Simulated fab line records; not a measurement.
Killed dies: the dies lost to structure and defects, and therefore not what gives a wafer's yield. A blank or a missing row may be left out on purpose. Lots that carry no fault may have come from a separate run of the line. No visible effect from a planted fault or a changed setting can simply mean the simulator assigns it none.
A lot that was struck, set against a sound lot + flow berkeley cmos170 + 15 out of 331 route steps
Sound: wafers L797.1, L797.3, L797.5. Wafers struck: L807.1, L807.2, L807.4. The cause is named last.
Each step with rows lists, per side, the tool, then ch with its chambers, then its first start. Under that, the readings that differ: sound wafers + struck wafers + difference of the means + sigmas: that difference in standard deviations of wafers without a fault.
alike: same words and numbers on both sides, and readings whose means sit less than 2 such deviations apart. not compared: any withheld reading, any reading some wafer has no value for, any bound like >300 that may hide the same value, and any number with overlapping values for which the record gives no deviation.
Wherever a step has rows on one side only, a row that says differs or no value, or a row with sigmas, the two part there. Numbers that have no deviation but don't overlap get no sigmas and don't part them. A reading that every wafer of one side lacks parts them only if that side has two wafers or more.

UCB170_START_BOW_MEAS_00:
  sound on film metro-01 at day 2 16:10; struck on film metro-02 at day 4 18:20
  alike: INCOMING_BOW
then, 2 steps without rows for these wafers: UCB170_START_CLEAN_01 (cleans in dHF, time 60 s); UCB170_START_OXIDATION_02 (target thk 20 nm, ox time 1800 s).
UCB170_START_THK_MEAS_03:
  sound on film metro-03 at day 2 21:19; struck on film metro-03 at day 4 23:06
| reading              | sound          | struck         | difference | sigmas |
|----------------------|----------------|----------------|------------|--------|
| START_OXIDE_THK (nm) | 20.6 20.5 20.6 | 19.6 19.7 19.8 | -0.9       | -2     |
then, 7 steps without rows for these wafers: UCB170_START_ANNEAL_04 (time 1200 s); UCB170_ZERO_HMDS_00 (prime time 60 s); UCB170_ZERO_COAT_01 (resist thk 900 nm); UCB170_ZERO_SOFTBAKE_02 (time 60 s); UCB170_ZERO_EXPOSE_03 (exposes mask PM MARKS, target cd 4000 nm); UCB170_ZERO_PEB_04; UCB170_ZERO_DEVELOP_05 (develop time 45 s).
UCB170_ZERO_ETCH_06: etches SiO2 in CHF3/CF4/Ar, time 12 s.
  sound on rie diel-03 ch 1,3, day 3 02:33; struck on rie diel-03 ch 1,2,3, day 5 01:56
  alike: drypump motor current A, oes product au, throttle valve pct
  not compared: rf hours counter h
UCB170_ZERO_STRIP_07: strips in O2.
  sound on plasma asher-03 ch 0,1, day 3 02:34; struck on plasma asher-03 ch 0,1, day 5 01:58
| reading                      | sound             | struck            | difference | sigmas |
|------------------------------|-------------------|-------------------|------------|--------|
| o2 flow sccm (sccm)          | 401.8 401.8 398.1 | 319.6 319.9 320.6 | -80.5      | -73    |
| oes product au (a.u.)        | 0.732 0.730 0.730 | 0.709 0.714 0.707 | -0.021     | -5     |
| strip time to endpoint s (s) | 21.57 21.51 21.52 | 22.23 22.14 22.13 | +0.63      | +9     |
  alike: drypump motor current A
  not compared: rf hours counter h
then, 2 steps without rows for these wafers: UCB170_NWELL_WET_ETCH_00 (etches SiO2 in dHF, time 200 s); UCB170_M3_PROBE_99.

== WHERE THEY PART ==
At UCB170_START_THK_MEAS_03 first; at UCB170_ZERO_STRIP_07 last (within this record only).

WHY: whatever the simulator had introduced
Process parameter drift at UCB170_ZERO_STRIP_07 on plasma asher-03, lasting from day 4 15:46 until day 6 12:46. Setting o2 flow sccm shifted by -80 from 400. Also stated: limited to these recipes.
